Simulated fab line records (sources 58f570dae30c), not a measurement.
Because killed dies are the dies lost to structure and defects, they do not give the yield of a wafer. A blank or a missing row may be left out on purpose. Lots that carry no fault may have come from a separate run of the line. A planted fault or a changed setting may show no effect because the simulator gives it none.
Chamber matching	flow berkeley_cmos170	UCB170_V1_CMP_02 on cmp-02: 4 sister chambers
The step polishes SiO2. 8 wafers are shown with their chamber, then 8 later ones without.

== WAFERS WITH THEIR CHAMBER ==
wafer	chamber	motor_current_A (A)
L281.2	2	13.8
L288.2	2	14.9
L288.3	0	17.1
L288.6	1	16.0
L293.1	1	16.8
L293.4	3	17.0
L293.6	0	17.1
L297.3	3	16.3

== WAFERS WITHOUT THEIR CHAMBER ==
wafer	motor_current_A (A)
L297.4	16.6
L297.5	16.8
L299.1	16.9
L299.2	17.5
L299.5	16.3
L302.1	16.9
L302.3	16.3
L302.4	16.4

== CHAMBER TAKEN BY EACH ==
wafer	from the rows above	in truth
L297.4	can't be placed: 3 or 1 or 0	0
L297.5	can't be placed: 3 or 0 or 1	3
L299.1	can't be placed: 0 or 3 or 1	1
L299.2	can't be placed: 0 or 3 or 1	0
L299.5	can't be placed: 1 or 3 or 0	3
L302.1	can't be placed: 0 or 3 or 1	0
L302.3	can't be placed: 1 or 3 or 0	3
L302.4	can't be placed: 1 or 3 or 0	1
0 of 8 placed correctly. Unplaceable from these rows: 8, with the true chamber sitting among the candidates in 8. 0 placed wrongly.
How it was worked out, from the rows above alone: a wafer's distance from a chamber is the root of the sum, over the readings, of the square of ((its reading less the chamber's mean) divided by the reading's scatter). The wafer belongs to the nearest chamber; if the next one is less than 2 further off, it can't be placed. A chamber's mean is the mean of its shown wafers. The scatter is the square root of a quotient: the sum, over the shown wafers, of each reading's squared deviation from its chamber's mean, divided by wafers minus chambers.
